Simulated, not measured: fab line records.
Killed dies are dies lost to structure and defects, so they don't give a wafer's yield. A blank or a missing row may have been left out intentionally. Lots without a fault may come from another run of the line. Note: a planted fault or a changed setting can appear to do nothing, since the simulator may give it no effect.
Which of the tools did it? -- flow rit-cmos -- 45 wafers from 15 lots sampled at 4 of the route's 202 steps

== WHAT EACH GAUGE READ, for each wafer ==
RIT_NLDD_OVL_MEAS_06. Usual: NLDD_OVL typically reads 0.5 nm, with standard deviation 1.2.
lot,measured,on,NLDD_OVL (nm),flag
L431,day 3 04:38,overlay-02,0.9 2.4 1.4,
L432,day 3 08:03,overlay-02,2.1 0.0 -0.5,
L433,day 3 12:14,overlay-01,1.0 0.8 1.9,
L436,day 4 01:56,overlay-01,2.4 1.6 1.1,
L442,day 5 07:45,overlay-02,0.3 -0.8 0.3,
L443,day 5 14:58,overlay-01,1.5 1.6 1.6,
L444,day 5 17:37,overlay-01,-1.7 0.5 -0.5,
L446,day 6 04:47,overlay-01,2.0 1.3 0.9,
L447,day 6 14:00,overlay-01,2.6 2.3 1.2,
L448,day 6 21:05,overlay-01,0.2 0.2 1.1,
L449,day 7 03:49,overlay-02,1.1 -0.7 0.0,
L450,day 7 07:48,overlay-02,-0.5 -0.2 0.0,
L451,day 7 14:43,overlay-01,-0.2 -0.1 -0.4,
L452,day 7 22:32,overlay-01,-0.3 -0.4 0.2,
L453,day 8 01:31,overlay-02,-0.3 -0.8 -0.6,

RIT_SDANNEAL_RS_MEAS_05: uses a four-point probe to measure. Usual: NSD_RS typically reads 84.60 ohm/sq, with standard deviation 0.26.
lot,measured,on,NSD_RS (ohm/sq),flag
L431,day 3 14:46,film-metro-01,84.73 84.89 84.71,
L432,day 3 16:53,film-metro-01,85.58 85.46 85.61,OFF
L433,day 3 21:11,film-metro-03,85.83 85.86 85.71,OFF
L436,day 4 10:53,film-metro-04,85.60 85.33 85.70,OFF
L442,day 5 16:05,film-metro-04,84.49 84.52 84.36,
L443,day 6 00:01,film-metro-04,84.59 84.63 84.73,
L444,day 6 01:45,film-metro-04,84.47 84.35 84.50,
L446,day 6 12:53,film-metro-01,84.51 84.40 84.37,
L447,day 6 21:53,film-metro-04,84.52 84.36 84.48,
L448,day 7 05:05,film-metro-04,84.77 84.93 84.74,
L449,day 7 12:13,film-metro-01,84.68 84.71 84.88,
L450,day 7 15:44,film-metro-04,84.17 84.63 84.54,
L451,day 7 22:40,film-metro-01,84.70 84.67 84.49,
L452,day 8 07:48,film-metro-04,84.28 84.54 84.51,
L453,day 8 09:40,film-metro-04,84.32 84.39 84.28,

RIT_CONTACT_OVL_MEAS_09. Usual: CONTACT_OVL typically reads 0.6 nm, with standard deviation 1.4.
lot,measured,on,CONTACT_OVL (nm),flag
L431,day 3 16:50,overlay-01,2.0 1.1 4.4,
L432,day 3 19:05,overlay-02,-2.7 -2.2 -2.0,
L433,day 3 23:15,overlay-02,1.2 2.4 -0.3,
L436,day 4 12:57,overlay-02,-1.4 -1.6 -1.1,
L442,day 5 18:08,overlay-02,1.7 1.9 0.8,
L443,day 6 02:04,overlay-02,-0.3 -0.3 -1.1,
L444,day 6 03:50,overlay-01,0.4 0.9 -1.1,
L446,day 6 14:56,overlay-01,-0.6 1.6 1.2,
L447,day 7 00:04,overlay-02,1.5 0.7 3.5,
L448,day 7 07:17,overlay-02,0.0 0.3 0.5,
L449,day 7 14:41,overlay-02,2.7 2.0 0.2,
L450,day 7 17:58,overlay-02,-0.6 -0.7 -2.4,
L451,day 8 00:44,overlay-01,0.9 0.3 -0.1,
L452,day 8 09:58,overlay-01,1.3 -0.2 0.3,
L453,day 8 11:44,overlay-01,0.1 2.5 3.6,

== WHICH TOOL RAN EACH LOT (tool, then ch and the chambers of the sampled wafers, then the start) ==
lot,RIT_NSD_IMPLANT_08
L431,"implanter-03 ch 0, day 3 12:07"
L432,"implanter-03 ch 0, day 3 14:14"
L433,"implanter-03 ch 0, day 3 18:43"
L436,"implanter-03 ch 0, day 4 08:20"
L442,"implanter-01 ch 0, day 5 13:34"
L443,"implanter-01 ch 0, day 5 21:34"
L444,"implanter-01 ch 0, day 5 23:17"
L446,"implanter-04 ch 0, day 6 10:32"
L447,"implanter-03 ch 0, day 6 19:32"
L448,"implanter-01 ch 0, day 7 02:44"
L449,"implanter-01 ch 0, day 7 09:40"
L450,"implanter-03 ch 0, day 7 13:19"
L451,"implanter-03 ch 0, day 7 20:15"
L452,"implanter-03 ch 0, day 8 05:28"
L453,"implanter-01 ch 0, day 8 07:11"
- RIT_NSD_IMPLANT_08

== AS READ BY THE TOOLS THEMSELVES (means over the sampled wafers that have a number; for cases with no such wafer, the mark the record gives instead) ==
RIT_NSD_IMPLANT_08. Usual: beam-energy-keV reads 24.998 (standard deviation 0.0083).
lot,tool,beam-energy-keV,flag
L431,implanter-03,25.002,
L432,implanter-03,22.492,OFF
L433,implanter-03,22.500,OFF
L436,implanter-03,22.500,OFF
L442,implanter-01,25.001,
L443,implanter-01,24.996,
L444,implanter-01,25.000,
L446,implanter-04,25.004,
L447,implanter-03,25.000,
L448,implanter-01,25.004,
L449,implanter-01,25.001,
L450,implanter-03,25.007,
L451,implanter-03,25.011,
L452,implanter-03,25.000,
L453,implanter-01,24.998,

== THE ANSWER, worked out from the rows above alone ==
Rule: lot off if the mean of its wafers having a number is beyond 3 standard deviations from the usual mean. Also off: a lot with no number at a reading for which 4 or more lots have one. The other lots that the step has rows for count as sound. After the gauges, taken in route order, come the tools' own readings; for these a lot's mean is taken, as printed above. The first step at which some lot is off is used, and at that step the reading that is off furthest; a lot without a number counts as furthest.
Off: L432, L433, L436, at RIT_SDANNEAL_RS_MEAS_05 (NSD_RS).
If a tool, at a process step before that reading, ran all the lots that are off and no sound lot after the first of them, it fits. Not tried: the gauges at RIT_SDANNEAL_RS_MEAS_05; whatever is off there is also off at RIT_NSD_IMPLANT_08, on other tools, and gauge error can't account for it. Of those tried, none fits.

== WHAT WAS PUT IN BY THE SIMULATOR ==
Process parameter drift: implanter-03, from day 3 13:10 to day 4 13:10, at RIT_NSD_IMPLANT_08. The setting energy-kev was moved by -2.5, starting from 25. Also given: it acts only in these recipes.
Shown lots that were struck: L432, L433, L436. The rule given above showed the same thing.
